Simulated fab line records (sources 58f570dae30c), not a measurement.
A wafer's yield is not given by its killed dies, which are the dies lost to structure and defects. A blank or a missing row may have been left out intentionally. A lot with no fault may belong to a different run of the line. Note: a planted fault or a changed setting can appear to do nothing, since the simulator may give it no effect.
What tool caused it? / flow berkeley-cmos170 / 13 lots, 39 wafers sampled, at 2 steps of a route of 331

## WHAT EACH GAUGE READ, for each wafer
UCB170_M1_CD_MEAS_90: target cd 700 nm.
lot=L868; measured=day 8 05:07; on=cd-sem-01; cd-nm (nm)=703.7 702.7 703.0
lot=L871; measured=day 8 15:11; on=cd-sem-02; cd-nm (nm)=703.2 701.4 702.0
lot=L870; measured=day 8 17:44; on=cd-sem-01; cd-nm (nm)=709.1 708.4 708.4 709.1 708.3 708.6
lot=L875; measured=day 9 16:11; on=cd-sem-01; cd-nm (nm)=715.0 702.0 702.7 715.0 702.3 703.0
lot=L881; measured=day 11 02:17; on=cd-sem-02; cd-nm (nm)=701.1 700.0 701.3
lot=L880; measured=day 11 02:33; on=cd-sem-01; cd-nm (nm)=699.5 699.1 700.4
lot=L883; measured=day 11 17:25; on=cd-sem-01; cd-nm (nm)=699.0 696.9 695.4
lot=L890; measured=day 12 17:53; on=cd-sem-01; cd-nm (nm)=704.6 703.8 702.7
lot=L886; measured=day 12 20:12; on=cd-sem-02; cd-nm (nm)=700.4 698.3 697.5
lot=L888; measured=day 12 23:08; on=cd-sem-02; cd-nm (nm)=699.1 701.3 699.1
lot=L887; measured=day 12 23:14; on=cd-sem-01; cd-nm (nm)=702.7 701.7 702.9
lot=L889; measured=day 12 23:25; on=cd-sem-02; cd-nm (nm)=700.0 697.4 701.2
lot=L891; measured=day 13 04:08; on=cd-sem-02; cd-nm (nm)=700.3 699.8 697.8

## WHAT TOOL EACH LOT RAN ON (gives the tool, then ch and the chambers of the sampled wafers, and finally the start)
lot=L868; UCB170_M1_METAL_ETCH_12=rie-metal-01 ch 0,1, day 8 04:52
lot=L871; UCB170_M1_METAL_ETCH_12=rie-metal-01 ch 0,1, day 8 14:58
lot=L870; UCB170_M1_METAL_ETCH_12=rie-metal-01 ch 0, day 8 17:25
lot=L875; UCB170_M1_METAL_ETCH_12=rie-metal-01 ch 0,1, day 9 15:57
lot=L881; UCB170_M1_METAL_ETCH_12=rie-metal-04 ch 0,1, day 11 02:01
lot=L880; UCB170_M1_METAL_ETCH_12=rie-metal-03 ch 0,1, day 11 02:19
lot=L883; UCB170_M1_METAL_ETCH_12=rie-metal-03 ch 0,1, day 11 17:11
lot=L890; UCB170_M1_METAL_ETCH_12=rie-metal-03 ch 0,1, day 12 17:37
lot=L886; UCB170_M1_METAL_ETCH_12=rie-metal-04 ch 0,1, day 12 19:58
lot=L888; UCB170_M1_METAL_ETCH_12=rie-metal-01 ch 0,1, day 12 22:52
lot=L887; UCB170_M1_METAL_ETCH_12=rie-metal-03 ch 0,1, day 12 22:59
lot=L889; UCB170_M1_METAL_ETCH_12=rie-metal-04 ch 0,1, day 12 23:08
lot=L891; UCB170_M1_METAL_ETCH_12=rie-metal-03 ch 0,1, day 13 03:53
- UCB170_M1_METAL_ETCH_12: etches Al in Cl2/BCl3, stops on PSG, target depth 780 nm, time 130 s.

## WHAT THE TOOLS THEMSELVES READ (means of the sampled wafers that have a number; where no wafer has one, the mark that the record gives instead)
UCB170_M1_METAL_ETCH_12.
lot=L868; tool=rie-metal-01; drypump-motor-current-A (A)=5.98; oes-product-au (a.u.)=0.857; run-length-s (s)=158.4; throttle-valve-pct (%)=24.60
lot=L871; tool=rie-metal-01; drypump-motor-current-A (A)=6.07; oes-product-au (a.u.)=0.855; run-length-s (s)=158.2; throttle-valve-pct (%)=24.63
lot=L870; tool=rie-metal-01; drypump-motor-current-A (A)=5.92; oes-product-au (a.u.)=0.977; run-length-s (s)=108.7; throttle-valve-pct (%)=24.51
lot=L875; tool=rie-metal-01; drypump-motor-current-A (A)=6.05; oes-product-au (a.u.)=0.910; run-length-s (s)=141.7; throttle-valve-pct (%)=24.61
lot=L881; tool=rie-metal-04; drypump-motor-current-A (A)=5.90; oes-product-au (a.u.)=0.872; run-length-s (s)=158.0; throttle-valve-pct (%)=24.32
lot=L880; tool=rie-metal-03; drypump-motor-current-A (A)=5.78; oes-product-au (a.u.)=0.844; run-length-s (s)=158.8; throttle-valve-pct (%)=24.20
lot=L883; tool=rie-metal-03; drypump-motor-current-A (A)=5.76; oes-product-au (a.u.)=0.843; run-length-s (s)=158.8; throttle-valve-pct (%)=24.20
lot=L890; tool=rie-metal-03; drypump-motor-current-A (A)=5.78; oes-product-au (a.u.)=0.847; run-length-s (s)=161.5; throttle-valve-pct (%)=24.19
lot=L886; tool=rie-metal-04; drypump-motor-current-A (A)=5.66; oes-product-au (a.u.)=0.858; run-length-s (s)=158.0; throttle-valve-pct (%)=24.22
lot=L888; tool=rie-metal-01; drypump-motor-current-A (A)=6.06; oes-product-au (a.u.)=0.861; run-length-s (s)=158.2; throttle-valve-pct (%)=24.63
lot=L887; tool=rie-metal-03; drypump-motor-current-A (A)=5.77; oes-product-au (a.u.)=0.844; run-length-s (s)=159.1; throttle-valve-pct (%)=24.20
lot=L889; tool=rie-metal-04; drypump-motor-current-A (A)=5.67; oes-product-au (a.u.)=0.867; run-length-s (s)=161.1; throttle-valve-pct (%)=24.23
lot=L891; tool=rie-metal-03; drypump-motor-current-A (A)=5.81; oes-product-au (a.u.)=0.854; run-length-s (s)=158.6; throttle-valve-pct (%)=24.32

## THE ANSWER, worked out from the rows above alone
Rule: usual is defined by the lots themselves. The widest of any qualifying gaps counts: lots, ordered by their means at a reading, are off when they make up no more than a third of the lots, leave a main group of 4 or more, and stand apart from it by 3 or more times the standard deviation of that group's means. The tables above print the reading to a certain number of digits; a main group whose means all agree to those digits is not used. Also off: a lot with no number at a reading for which 4 or more lots have one. Any other lot the step has rows for is counted as sound. The gauges are gone through in route order, then the tools' own readings, and for those a lot's mean is taken as printed above. The first step at which some lot is off is used, and at that step the reading that is off furthest; a lot without a number counts as furthest.
Off at UCB170_M1_METAL_ETCH_12 (run-length-s): L870, L875. The main group has a mean of 159.0 s with a standard deviation of 1.1.
If a tool, at that step or one of the process steps before it, ran each lot that is off and ran no sound lot following the first of them, it fits. Of those tried, none fits.

## WHAT THE SIMULATOR PUT IN
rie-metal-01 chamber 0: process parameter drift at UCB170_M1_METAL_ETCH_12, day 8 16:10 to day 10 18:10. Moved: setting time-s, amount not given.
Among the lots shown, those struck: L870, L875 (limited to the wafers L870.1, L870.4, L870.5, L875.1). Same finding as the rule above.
